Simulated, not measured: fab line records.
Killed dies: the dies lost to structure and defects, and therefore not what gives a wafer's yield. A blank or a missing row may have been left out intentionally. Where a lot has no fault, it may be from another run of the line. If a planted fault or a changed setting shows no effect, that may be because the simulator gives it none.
8D (eight disciplines) problem report, filled in by code	flow rit-cmos	the parts of the form that need people (team, actions taken, sign-off) are left out

== 1. THE PROBLEM ==
Wafers free of any fault read 151.6 ohm/sq (standard deviation 0.67) for NLDD_RS at RIT_SDANNEAL_RS_MEAS_07, against a mean of 157.8 ohm/sq on 9 wafers of 3 lots. Measured from the usual mean, that is +9.2 standard deviations.
The step: measures by four-point-probe.
Earliest sighting: wafer L914.2 on film-metro-02 at day 4 05:16. The record has a number at this step for 45 wafers belonging to 15 lots. The rule behind "out" and "out of limits": a value lying over 4 standard deviations away from the usual mean. The other wafers with a number count as sound.

== 2. WHAT IT IS; WHAT IT IS NOT ==
question	is	is not
which readings at this step	NLDD_RS	-
which lots	L914, L915, L916	L909, L910, L911, L912, L913, L922, L923, L924, L925, L928, L930, L931
which wafers of those lots	all that have a number	-
read on which gauges	film-metro-01, film-metro-02	film-metro-03
when	from day 4 05:16	up to then (15 sound wafers); but 21 sound wafers of L922, L923, L924, L925, L928, L930, L931 came after

== 3. WHAT RULES OUT EACH SUSPECT ==
Counting: a tool at any process step up to the reading remains a suspect when it ran all the lots that are out and ran no sound lot after the first of those.
- ruled out: the gauge at RIT_SDANNEAL_RS_MEAS_07. The wafers that are out were read on 2 gauges (film-metro-01, film-metro-02).
- implanter-04 at RIT_NLDD_IMPLANT_08: kept. All lots that are out passed through it, beginning with L914 at day 3 20:22, and no sound lot followed; its final sound lot before that point was L913 at day 3 13:42. Its own dose-ions-cm2 readings are out on those wafers.
After counting, what remains is implanter-04 at RIT_NLDD_IMPLANT_08.

== 4. THE CAUSE (what the simulator had put in) ==
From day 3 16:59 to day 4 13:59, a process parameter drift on implanter-04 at RIT_NLDD_IMPLANT_08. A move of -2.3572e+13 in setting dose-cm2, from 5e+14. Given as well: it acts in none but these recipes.
Counting left only this tool.

== 5. THE CHAIN OF EFFECTS, in route order ==
Rows list readings where the struck wafers' mean (over those with a number) sits beyond 3 standard deviations from the usual. Readings are gone through only where the record gives a usual standard deviation; hours: the median, over the lots, of the time from a lot's start at the first step in this table giving one to that lot's start at this step; sigmas: the change measured in usual standard deviations.
hours	step	reading	usual	on struck wafers	change	sigmas
0	RIT_NLDD_IMPLANT_08	dose-ions-cm2	5e+14	5e+14	-2e+13	-43
9	RIT_SDANNEAL_RS_MEAS_07	NLDD_RS	151.6 ohm/sq	157.8	+6.2	+9.2
The process steps in it:
- RIT_NLDD_IMPLANT_08

== 6. WHAT WOULD HAVE CAUGHT IT SOONER ==
In this record the first reading out of limits at a measuring or inspecting step was taken at day 4 05:16, 12 hours after the fault began at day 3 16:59.
The tool's own readings at RIT_NLDD_IMPLANT_08 were out on every struck wafer that the step has a row for (dose-ions-cm2): an alarm limit on them would have fired on the first of those.
The start of RIT_NLDD_IMPLANT_08 on implanter-04 came by day 4 05:16 for every one of the lots that are out (3). Tool hold at that time: it would have spared none of them.
